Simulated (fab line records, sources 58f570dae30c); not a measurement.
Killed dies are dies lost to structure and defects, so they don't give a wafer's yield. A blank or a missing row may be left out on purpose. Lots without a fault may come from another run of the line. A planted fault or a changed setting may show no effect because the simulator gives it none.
Problem report in the 8D (eight disciplines) form, filled by code | flow berkeley_cmos170 | the parts of the form that need people (team, actions taken, sign-off) are left out

1. THE PROBLEM
cd_nm at UCB170_PLDD_CD_MEAS_06 reads a mean of 1123.5 nm on 9 wafers of 3 lots; wafers without a fault read 1199.6 nm with a standard deviation of 1.3. That is -59 standard deviations from the usual mean.
The step: target cd 1200 nm.
First seen on wafer L892.1, day 8 22:24, on cd_sem-01. The record holds 45 wafers of 15 lots with a number at this step. Rule for "out", or "out of limits": more than 4 standard deviations from the usual mean. The other wafers with a number count as sound.

2. WHAT IT IS AND WHAT IT IS NOT
question                    | is                     | is not
which readings at this step | cd_nm                  | -
which lots                  | L892, L893, L896       | L883, L885, L887, L888, L889, L890, L894, L900, L901, L903, L904, L906
which wafers of those lots  | all that have a number | -
read on which gauges        | cd_sem-01              | cd_sem-02
when                        | from day 8 22:24       | up to then (18 sound wafers); but 18 sound wafers of L894, L900, L901, L903, L904, L906 came after

3. SUSPECTS, AND WHAT RULES EACH OUT
Counting: a tool at a process step up to the reading stays a suspect if it ran every lot that is out and no sound lot after the first of them.
- the gauge at UCB170_PLDD_CD_MEAS_06: ruled out. All the wafers that are out were read on cd_sem-01, but those of them that UCB170_PLDD_PEB_04 has rows for are out there too, on other tools.
- litho_track-02 at UCB170_PLDD_PEB_04: kept. It ran every lot that is out, first L892 (day 8 22:07), and no sound lot after that; its last sound lot up to then is L890 (day 8 11:59). Its own readings are out on those wafers: heater_power_total_W, plate_temp_C.
Left after counting: litho_track-02 at UCB170_PLDD_PEB_04.

4. THE CAUSE (what the simulator had put in)
Process parameter drift: litho_track-02, from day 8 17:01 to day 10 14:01, at UCB170_PLDD_PEB_04. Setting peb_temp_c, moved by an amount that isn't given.
Counting left only this tool.

5. THE CHAIN OF EFFECTS, in route order
Each row: a reading whose mean over the struck wafers that have a number lies more than 3 standard deviations from the usual. Only readings for which the record gives a usual standard deviation are gone through. hours: the time from each lot's start at the first step in this table that gives one to its start at this step, as a median over the lots. sigmas: the change in usual standard deviations.
hours | step                   | reading              | usual     | on struck wafers | change | sigmas
0     | UCB170_PLDD_PEB_04     | heater_power_total_W | 56.80 W   | 52.01            | -4.79  | -99 or more
0     | UCB170_PLDD_PEB_04     | plate_temp_C         | 130.00 C  | 121.56           | -8.44  | -60
0     | UCB170_PLDD_CD_MEAS_06 | cd_nm                | 1199.6 nm | 1123.5           | -76.1  | -59
The process steps in it:
- UCB170_PLDD_PEB_04
Later measuring or inspecting steps at which every struck wafer that the step has a row for has a number for every such reading, and none has moved that far: UCB170_NLDD_CD_MEAS_06.

6. WHAT WOULD HAVE CAUGHT IT SOONER
In this record the first reading out of limits at a measuring or inspecting step was taken at day 8 22:24, 5 hours after the fault began at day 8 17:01.
The tool's own readings at UCB170_PLDD_PEB_04 were out on every struck wafer that the step has a row for (heater_power_total_W, plate_temp_C): an alarm limit on them would have fired on the first of those.
Of the lots that are out (3), L893, L896 began UCB170_PLDD_PEB_04 on litho_track-02 after day 8 22:24. A hold on the tool at that time would have spared those 2.
